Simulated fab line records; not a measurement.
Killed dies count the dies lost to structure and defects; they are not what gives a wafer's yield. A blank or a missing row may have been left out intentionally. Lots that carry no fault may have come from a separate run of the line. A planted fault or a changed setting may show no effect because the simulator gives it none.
Split-lot experiment -- flow berkeleyCmos170 -- 23 wafers read across 5 lots, on a route 331 steps long

## THE SPLIT ITSELF
At UCB170_ACTIVE_PEB_11, the setting pebTempC was moved away from the recipe's 130 C on 6 of the 23 wafers read, by -1.1% to +2.8%. All remaining wafers had this setting at the recipe value.

## FROM THE SPLIT TO THE READING: what the file shows between them, 4 steps
- UCB170_ACTIVE_DEVELOP_12: develop time 45 s
- UCB170_ACTIVE_CD_MEAS_13: target cd 1200 nm
- UCB170_ACTIVE_ETCH_15: etches Si3N4 in CH3F/Ar/O2, stops on SiO2, target depth 242 nm, time 151 s
- UCB170_ACTIVE_STRIP_16: strips in O2

## THE READING
Shown in nm: cdNm at UCB170_ACTIVE_CD_MEAS_90, with target cd 1200 nm. Typical for fault-free wafers on this fab line: 1198.9 nm, with standard deviation 1.1 nm.

wafer,"tool, chamber at the split","pebTempC as run, C",against the recipe,"cdNm, nm",against lot-mates on the recipe
L075.1,"lithoTrack-03, 0",130,recipe,1197.7,-
L075.2,"lithoTrack-03, 0",130,recipe,1197.6,-
L075.4,"lithoTrack-03, 0",130,recipe,1197.4,-
L075.5,"lithoTrack-03, 0",130,recipe,1197.1,-
L075.6,"lithoTrack-03, 0",130,recipe,1197.6,-
L078.1,"lithoTrack-01, 0",133.7,+2.8%,1176.7,-21.3
L078.2,"lithoTrack-01, 0",130,recipe,1198.4,-
L078.3,"lithoTrack-01, 0",130,recipe,1197.5,-
L078.5,"lithoTrack-01, 0",133.7,+2.8%,1177.8,-20.2
L078.6,"lithoTrack-01, 0",130,recipe,1198.2,-
L080.1,"lithoTrack-01, 0",130,recipe,1199.4,-
L080.3,"lithoTrack-01, 0",130,recipe,1199.7,-
L080.6,"lithoTrack-01, 0",130,recipe,1198.8,-
L081.1,"lithoTrack-04, 0",128.6,-1.1%,1209.2,+10.4
L081.2,"lithoTrack-04, 0",128.6,-1.1%,1208.4,+9.6
L081.3,"lithoTrack-04, 0",130,recipe,1199.3,-
L081.4,"lithoTrack-04, 0",130,recipe,1198.6,-
L081.5,"lithoTrack-04, 0",130,recipe,1198.6,-
L083.1,"lithoTrack-04, 0",130,recipe,1198.5,-
L083.2,"lithoTrack-04, 0",131,+0.8%,1192.2,-7.1
L083.3,"lithoTrack-04, 0",131,+0.8%,1192.3,-7.0
L083.4,"lithoTrack-04, 0",130,recipe,1199.6,-
L083.5,"lithoTrack-04, 0",130,recipe,1199.7,-

FIT RESULTS
A straight line over all 23 wafers: cdNm changes by -7.8 nm for each +1% of pebTempC; r = -0.99; the points scatter about the line by 1 nm.
The same after taking each lot's own level away (the mean of its wafers on the recipe; 23 wafers): -7.68 nm for each +1%; r = -0.99; scatter 0.8 nm.
Per that fit: largest pebTempC move, reading shift of 22 nm.
The lots' own levels span 1197.48 to 1199.30 nm, that is 1.7 times the standard deviation above.
The two slopes agree, so the slope changes little with the lot-to-lot level.
Check: with one of the wafers moved furthest among these (+2.8%) left out of the fit, the line predicts -22 nm for it against its lot-mates. Against them it came out at -21.3 nm.

## THE OTHER SPLITS THESE WAFERS WENT THROUGH
These wafers also went through other splits before the reading. Each is held against what the fit with the lots' levels taken away leaves over:
other split on the same wafers,wafers away from the commonest value,r with cdNm (lot level and that fit taken away)
UCB170_NWELL_IMPLANT_14 energyKev,8,+0.24
UCB170_PWELL_IMPLANT_15 energyKev,9,-0.18
UCB170_ACTIVE_CVD_05 pressureMtorr,18,+0.00

## THE WHOLE CHAIN: every reading that the file lists as answering this split, in the file's order
step,what it does,reading,change (the file's fit),r (the file's)
UCB170_ACTIVE_CD_MEAS_13,target cd 1200 nm,cdNm,-7.63 nm for each +1% of the setting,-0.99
UCB170_ACTIVE_ETCH_15,"etches Si3N4 in CH3F/Ar/O2, stops on SiO2, target depth 242 nm, time 151 s","ACTIVE.cdNm (the simulator's own value, which no gauge read)",-7.57 nm for each +1% of the setting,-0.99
UCB170_ACTIVE_CD_MEAS_90,target cd 1200 nm,cdNm,-7.66 nm for each +1% of the setting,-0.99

## FILE'S OWN FIT
cdNm changes by -7.66 nm for each +1% of pebTempC, r = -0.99.
